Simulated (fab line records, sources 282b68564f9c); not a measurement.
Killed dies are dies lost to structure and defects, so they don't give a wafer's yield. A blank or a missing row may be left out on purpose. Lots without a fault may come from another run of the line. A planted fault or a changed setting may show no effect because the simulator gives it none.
A struck lot beside a sound one | flow rit_cmos | 15 steps out of a route of 202
Sound: wafers L884.1, L884.4, L884.5. Struck: wafers L893.2, L893.5, L893.6. The cause comes at the end.
At each step with rows: each side's tool, then ch and its chambers, then its first start. Under that, the readings that differ: sound wafers | struck wafers | difference of the means | sigmas: that difference in standard deviations of wafers without a fault.
alike: readings whose means differ by less than 2 such deviations, and words and numbers that are the same on both sides. not compared: withheld readings, readings that some wafer has no value for, bounds like >300 that may hide the same value, and numbers for which the record gives no deviation and whose values overlap.
The two part at a step that has a row with sigmas, a row that says differs or no value, or rows on one side only. Numbers that don't overlap but have no deviation are shown without sigmas and don't part them. A reading that every wafer of one side lacks parts them only if that side has two wafers or more.

first, 5 steps without rows for these wafers: RIT_M1_COAT_04 (resist thk 1300 nm); RIT_M1_SOFTBAKE_05 (time 60 s); RIT_M1_EXPOSE_06 (exposes mask M12, target cd 2600 nm); RIT_M1_PEB_07; RIT_M1_DEVELOP_08 (develop time 68 s).
RIT_M1_CD_MEAS_09: target cd 2600 nm.
  sound on cd_sem-01, day 3 23:40; struck on cd_sem-01, day 5 20:34
  reading    | sound                | struck               | difference | sigmas
  cd_nm (nm) | 2600.9 2601.3 2600.1 | 2605.3 2604.6 2605.6 | +4.4       | +2
RIT_M1_OVL_MEAS_10:
  sound on overlay-02, day 3 23:47; struck on overlay-01, day 5 20:41
  alike: M1_OVL
then, 1 step without rows for these wafers: RIT_M1_HARDBAKE_11 (time 120 s).
RIT_M1_METAL_ETCH_12: etches Al in Cl2/BCl3, stops on SiO2, time 165 s, target depth 600 nm.
  sound on rie_metal-03 ch 0,1, day 4 00:04; struck on rie_metal-03 ch 0,1, day 5 21:04
  alike: drypump_motor_current_A, oes_product_au, rf_fwd_power_W, throttle_valve_pct
  not compared: rf_hours_counter_h
then, 1 step without rows for these wafers: RIT_M1_STRIP_13 (strips in nmp, time 600 s).
RIT_M1_STRIP_14: strips in O2, time 180 s.
  sound on plasma_asher-04 ch 0, day 4 00:25; struck on plasma_asher-01 ch 0,1, day 5 21:26
  alike: drypump_motor_current_A
  not compared: rf_hours_counter_h
RIT_M1_CD_MEAS_90: target cd 2600 nm.
  sound on cd_sem-02, day 4 00:35; struck on cd_sem-01, day 5 21:37
  alike: cd_nm
RIT_M1_ANNEAL_15: time 1839 s.
  sound on furnace-02 ch 0, day 4 00:42; struck on furnace-02 ch 0, day 5 21:43
  reading                | sound                | struck               | difference | sigmas
  spike_tc_centre_C (C)  | 453.8 454.5 452.7    | 457.8 458.1 457.5    | +4.1       | +4
  spike_tc_load_C (C)    | 468.6 469.0 470.2    | 473.7 473.7 472.8    | +4.1       | +4
  spike_tc_source_C (C)  | 465.3 467.6 465.4    | 470.7 469.6 471.6    | +4.5       | +4
  tube_center_temp_C (C) | 450.02 450.01 449.98 | 455.05 455.04 455.06 | +5.05      | +99 or more
  tube_center_temp_C_max | 450.97 451.64 451.09 | 456.38 456.24 455.78 | +4.90      | +27
RIT_M1_BOW_MEAS_16:
  sound on film_metro-01, day 4 02:12; struck on film_metro-02, day 5 23:14
  alike: M1_BOW
RIT_M1_PROBE_99:
  sound on prober-02, day 4 02:19; struck on prober-01, day 5 23:23
  reading                                   | sound                | struck               | difference | sigmas
  model.etest.nmos_0p15.junction_log10_a_um | -13.61 -13.71 -13.71 | -13.39 -13.39 -13.47 | +0.26      |
  alike: defect_limited_yield, killed_at_front_end, killed_dies, killed_open, killed_short, sort_bin_3_pad_short, sort_bin_5_function, sort_bin_6_memory, sort_n_pass, sort_yield_pct
  not compared: model.etest.nmos_narrow.off_log10_a_um

WHERE THEY PART
First at RIT_M1_CD_MEAS_09; last, within this record, at RIT_M1_ANNEAL_15. Later steps at which nothing parts them and some readings are alike: RIT_M1_BOW_MEAS_16, RIT_M1_PROBE_99.

WHY: what the simulator had put in
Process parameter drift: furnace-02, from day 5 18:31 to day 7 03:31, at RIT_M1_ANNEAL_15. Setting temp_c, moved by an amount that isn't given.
